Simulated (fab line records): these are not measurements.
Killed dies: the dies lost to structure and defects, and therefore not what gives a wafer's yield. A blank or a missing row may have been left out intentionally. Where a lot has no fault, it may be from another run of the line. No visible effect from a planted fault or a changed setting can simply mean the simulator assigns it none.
Problem report in the 8D (eight disciplines) form, filled by code	flow ritCmos	the parts of the form that need people (team, actions taken, sign-off) are left out

== 1. THE ISSUE ==
ACTIVE_NITRIDE_THK at RIT_ACTIVE_THK_MEAS_04 reads a mean of 124.0 nm on 9 wafers of 3 lots; wafers without a fault read 149.1 nm with a standard deviation of 1.4. Measured from the usual mean, that is -18 standard deviations.
First seen on wafer L878.1, day 5 17:32, on filmMetro-02. At this step, 45 wafers from 15 lots have a number in the record. By rule, "out" or "out of limits" means more than 4 standard deviations away from the usual mean. Any other wafer with a number is counted as sound.

== 2. WHAT THIS IS AND IS NOT ==
question	is	is not
which readings at this step	ACTIVE_NITRIDE_THK	-
which lots	L878, L880, L881	L858, L859, L862, L863, L865, L867, L868, L869, L870, L871, L872, L873
which wafers of those lots	all that have a number	-
read on which gauges	filmMetro-02, filmMetro-03	filmMetro-04
when	from day 5 17:32	up to then (36 sound wafers)

== 3. WHAT RULES OUT EACH SUSPECT ==
Counting: a tool stays on the suspect list if, at a process step up to the reading, it processed all lots that are out and no sound lot following the first of them.
- the gauge at RIT_ACTIVE_THK_MEAS_04 is ruled out. The wafers that are out were read on 2 gauges (filmMetro-02, filmMetro-03).
- lpcvd-02 at RIT_ACTIVE_CVD_03 (deposits Si3N4 from SiH2Cl2/NH3, target thk 150 nm, time 1500 s): kept. It processed each lot that is out, first L878 at day 5 16:07, and no sound lot thereafter; up to then, the last sound lot it processed was L871 at day 4 05:07.
The count leaves lpcvd-02 at RIT_ACTIVE_CVD_03.

== 4. THE CAUSE (what the simulator had put in) ==
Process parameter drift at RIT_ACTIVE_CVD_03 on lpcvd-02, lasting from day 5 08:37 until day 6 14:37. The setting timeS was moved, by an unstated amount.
After counting, this tool was the only one left.

== 5. THE EFFECT CHAIN, in route order ==
Each row: a reading whose mean over the struck wafers that have a number lies more than 3 standard deviations from the usual. Readings are gone through only where the record gives a usual standard deviation; hours: the median, over the lots, of the time from a lot's start at the first step in this table giving one to that lot's start at this step; sigmas: the change measured in usual standard deviations.
hours	step	reading	usual	on struck wafers	change	sigmas
0	RIT_ACTIVE_THK_MEAS_04	ACTIVE_NITRIDE_THK	149.1 nm	124.0	-25.1	-18
5	RIT_ACTIVE_ETCH_13	oesProductAu	0.812 a.u.	0.734	-0.078	-5.5
Process steps it contains:
- RIT_ACTIVE_ETCH_13: etches Si3N4 in SF6, stops on SiO2, time 210 s, target depth 210 nm.
Later steps that measure or inspect, where all struck wafers having a row at the step show a number for every such reading and not one has moved that far: RIT_PWELL_TW_MEAS_10, RIT_WELLDRIVE_RS_MEAS_02.

== 6. WHAT WOULD HAVE CAUGHT IT SOONER ==
9 hours passed between the start of the fault at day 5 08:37 and the first reading out of limits at a measuring or inspecting step in this record, taken at day 5 17:32.
L880, L881, from the lots that are out (3), started RIT_ACTIVE_CVD_03 on lpcvd-02 later than day 5 17:32. A hold on the tool at that time would have spared those 2.
